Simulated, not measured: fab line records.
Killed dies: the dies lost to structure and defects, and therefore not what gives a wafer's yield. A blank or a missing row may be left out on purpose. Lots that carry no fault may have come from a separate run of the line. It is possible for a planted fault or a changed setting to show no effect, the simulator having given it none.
Commonality check across tools + flow berkeley-cmos170 + 14 lots and 42 wafers in the sample

WHAT PROMPTED THE OPENING
At UCB170_PVT_TW_MEAS_09 the reading PVT_TW is flagged on 2 of 14 lots. Fault-free wafers read 513, with a standard deviation of 5.1.
Rule: flag the lot when none of its wafers has a number, or when each of its wafers that has one lies beyond 4 standard deviations from that mean. As for the other lots, they are considered sound.

| lot  | measured     | on            | PVT_TW, wafer by wafer | flag    |
|------|--------------|---------------|------------------------|---------|
| L961 | day 6 12:04  | film-metro-03 | 518 520 519            |         |
| L962 | day 6 12:05  | film-metro-01 | 502 503 506            |         |
| L965 | day 6 21:48  | film-metro-03 | 520 517 517            |         |
| L963 | day 6 22:05  | film-metro-03 | 517 518 518            |         |
| L964 | day 6 22:22  | film-metro-03 | 520 516 520            |         |
| L966 | day 7 07:55  | film-metro-03 | 521 517 518            |         |
| L967 | day 7 08:10  | film-metro-01 | 507 507 509            |         |
| L968 | day 7 17:46  | film-metro-02 | 507 509 510            |         |
| L975 | day 9 13:49  | film-metro-02 | 483 482 483            | FLAGGED |
| L977 | day 9 14:20  | film-metro-03 | 486 488 490            | FLAGGED |
| L981 | day 10 01:09 | film-metro-03 | 518 517 514            |         |
| L979 | day 10 01:11 | film-metro-02 | 516 514 516            |         |
| L984 | day 10 22:31 | film-metro-03 | 518 516 517            |         |
| L983 | day 10 23:01 | film-metro-02 | 511 515 517            |         |
The mean of the flagged lots' numbers is 485, -28 from the usual (-5 standard deviations).

WHICH TOOL EACH LOT WENT THROUGH
The record holds 1 process step before the reading, out of a route of 331 steps. Cell contents, in order: the tool; ch with the chambers the sampled wafers went through; the start.
| lot  | flag    | UCB170_PVT_IMPLANT_07           |
|------|---------|---------------------------------|
| L961 |         | implanter-03 ch 0, day 6 11:49  |
| L962 |         | implanter-04 ch 0, day 6 11:52  |
| L965 |         | implanter-03 ch 0, day 6 21:35  |
| L963 |         | implanter-04 ch 0, day 6 21:53  |
| L964 |         | implanter-01 ch 0, day 6 22:09  |
| L966 |         | implanter-04 ch 0, day 7 07:40  |
| L967 |         | implanter-01 ch 0, day 7 07:57  |
| L968 |         | implanter-01 ch 0, day 7 17:34  |
| L975 | FLAGGED | implanter-01 ch 0, day 9 13:37  |
| L977 | FLAGGED | implanter-01 ch 0, day 9 14:05  |
| L981 |         | implanter-04 ch 0, day 10 00:54 |
| L979 |         | implanter-03 ch 0, day 10 00:56 |
| L984 |         | implanter-03 ch 0, day 10 22:16 |
| L983 |         | implanter-04 ch 0, day 10 22:46 |
What the steps here do:
- UCB170_PVT_IMPLANT_07
- UCB170_PVT_TW_MEAS_09

FLAGGED OVER TOTAL, TOOL BY TOOL (the gauges that took the reading come last)
| step                  | tool          | lots run | flagged | share of the flagged lots | sound lots run after its first flagged lot |
|-----------------------|---------------|----------|---------|---------------------------|--------------------------------------------|
| UCB170_PVT_IMPLANT_07 | implanter-01  | 5        | 2       | all                       | 0                                          |
| UCB170_PVT_IMPLANT_07 | implanter-03  | 4        | 0       | none                      | -                                          |
| UCB170_PVT_IMPLANT_07 | implanter-04  | 5        | 0       | none                      | -                                          |
| UCB170_PVT_TW_MEAS_09 | film-metro-01 | 2        | 0       | none                      | -                                          |
| UCB170_PVT_TW_MEAS_09 | film-metro-02 | 4        | 1       | some                      | 2 (L979,L983)                              |
| UCB170_PVT_TW_MEAS_09 | film-metro-03 | 8        | 1       | some                      | 2 (L981,L984)                              |

WHAT THE TABLE PERMITS
1 row of the table ran every flagged lot: implanter-01 at UCB170_PVT_IMPLANT_07.
- implanter-01 at UCB170_PVT_IMPLANT_07 ran 5 lots, 2 of them flagged. It ran its last sound lot, L968, at day 7 17:34 and its first flagged lot, L975, at day 9 13:37: a fault with its onset between the two fits. Its own readings lie more than 4 standard deviations out on every wafer of the flagged lots: dose-ions-cm2, faraday-current-uA.
Left over: one tool, implanter-01 at UCB170_PVT_IMPLANT_07.

WHAT THE SIMULATOR PUT IN
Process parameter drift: implanter-01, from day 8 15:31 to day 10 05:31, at UCB170_PVT_IMPLANT_07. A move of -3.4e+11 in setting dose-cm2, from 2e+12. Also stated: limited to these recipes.
Struck lots among those shown: L975, L977. The rule above reached the same finding.
